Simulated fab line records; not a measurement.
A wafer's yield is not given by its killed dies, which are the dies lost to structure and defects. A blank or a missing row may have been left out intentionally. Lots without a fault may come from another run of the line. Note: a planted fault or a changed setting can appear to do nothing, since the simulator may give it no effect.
A struck lot beside a sound one | flow rit_cmos | 19 steps out of a route of 202
Sound: the wafers L200.4, L200.5, L200.6. Struck: wafers L217.2, L217.4, L217.6. Last of all comes the cause.
For every step that has rows: the tool of each side, followed by ch and its chambers, followed by its first start. Under that, the readings that differ: sound wafers | struck wafers | difference of the means | sigmas: that difference in standard deviations of wafers without a fault.
alike: readings whose means differ by less than 2 such deviations, and words and numbers that are the same on both sides. not compared: withheld readings, readings that some wafer has no value for, bounds like >300 that may hide the same value, and numbers for which the record gives no deviation and whose values overlap.
Wherever a step has rows on one side only, a row that says differs or no value, or a row with sigmas, the two part there. Numbers that don't overlap but have no deviation are shown without sigmas and don't part them. A reading missing from all wafers of one side parts the sides only when that side holds two or more wafers.

first, 4 steps without rows for these wafers: RIT_PSD_SOFTBAKE_02 (time 60 s); RIT_PSD_EXPOSE_03 (exposes mask M10, target cd 40900 nm); RIT_PSD_PEB_04; RIT_PSD_DEVELOP_05 (develop time 50 s).
RIT_PSD_OVL_MEAS_06:
  sound on overlay-01, day 3 16:23; struck on overlay-02, day 7 10:39
  alike: PSD_OVL
then, 2 steps without rows for these wafers: RIT_PSD_HARDBAKE_07 (time 60 s); RIT_PSD_IMPLANT_08.
RIT_PSD_STRIP_09: strips in O2, time 180 s.
  sound on plasma_asher-02 ch 0,1, day 3 16:46; struck on plasma_asher-04 ch 0,1, day 7 11:05
  alike: drypump_motor_current_A
  not compared: rf_hours_counter_h
RIT_PSD_TW_MEAS_10:
  sound on film_metro-02, day 3 16:55; struck on film_metro-04, day 7 11:17
  alike: PSD_TW
then, 3 steps without rows for these wafers: RIT_SDANNEAL_CLEAN_00 (cleans in SC1, time 600 s); RIT_SDANNEAL_CLEAN_01 (cleans in dHF, time 30 s); RIT_SDANNEAL_CLEAN_02 (cleans in SC2, time 600 s).
RIT_SDANNEAL_RTA_03: time 5 s.
  sound on rtp_anneal-02 ch 0, day 3 17:20; struck on rtp_anneal-02 ch 0, day 7 11:54
  alike: wafer_temp_C_max
RIT_SDANNEAL_RS_MEAS_04: the measuring method here is four-point-probe.
  sound on film_metro-03, day 3 17:26; struck on film_metro-02, day 7 11:58
  reading         | sound                | struck            | difference | sigmas
  PSD_RS (ohm/sq) | 115.63 115.56 115.66 | 98.15 98.27 97.91 | -17.51     | -60
RIT_SDANNEAL_RS_MEAS_05: the measuring method here is four-point-probe.
  sound on film_metro-03, day 3 17:33; struck on film_metro-02, day 7 12:05
  reading         | sound             | struck            | difference | sigmas
  NSD_RS (ohm/sq) | 84.53 84.46 84.17 | 81.35 81.61 81.84 | -2.79      | -10
RIT_SDANNEAL_RS_MEAS_06: the measuring method here is four-point-probe.
  sound on film_metro-03, day 3 17:40; struck on film_metro-02, day 7 12:12
  reading          | sound             | struck            | difference | sigmas
  PLDD_RS (ohm/sq) | 178.7 178.9 179.2 | 162.3 162.6 162.3 | -16.5      | -35
RIT_SDANNEAL_RS_MEAS_07: the measuring method here is four-point-probe.
  sound on film_metro-03, day 3 17:47; struck on film_metro-02, day 7 12:19
  reading          | sound             | struck            | difference | sigmas
  NLDD_RS (ohm/sq) | 152.2 152.6 153.7 | 149.2 149.7 149.6 | -3.3       | -6
then, 1 step without rows for these wafers: RIT_SILICIDE_WET_ETCH_00 (etches SiO2 in BOE, target depth 14 nm, time 15.47 s).
RIT_M1_PROBE_99:
  sound on prober-02, day 4 02:28; struck on prober-02, day 7 20:49
  reading             | sound   | struck | difference | sigmas
  killed_at_front_end | 5 19 12 | 6 4 5  | -7         | -2
  killed_dies         | 5 19 12 | 6 4 5  | -7         | -2
  killed_short        | 5 9 7   | 4 1 3  | -4         | -2
  alike: killed_open

== WHERE THEY PART ==
At RIT_SDANNEAL_RS_MEAS_04 first; at RIT_M1_PROBE_99 last (within this record only).

WHY: whatever the simulator had introduced
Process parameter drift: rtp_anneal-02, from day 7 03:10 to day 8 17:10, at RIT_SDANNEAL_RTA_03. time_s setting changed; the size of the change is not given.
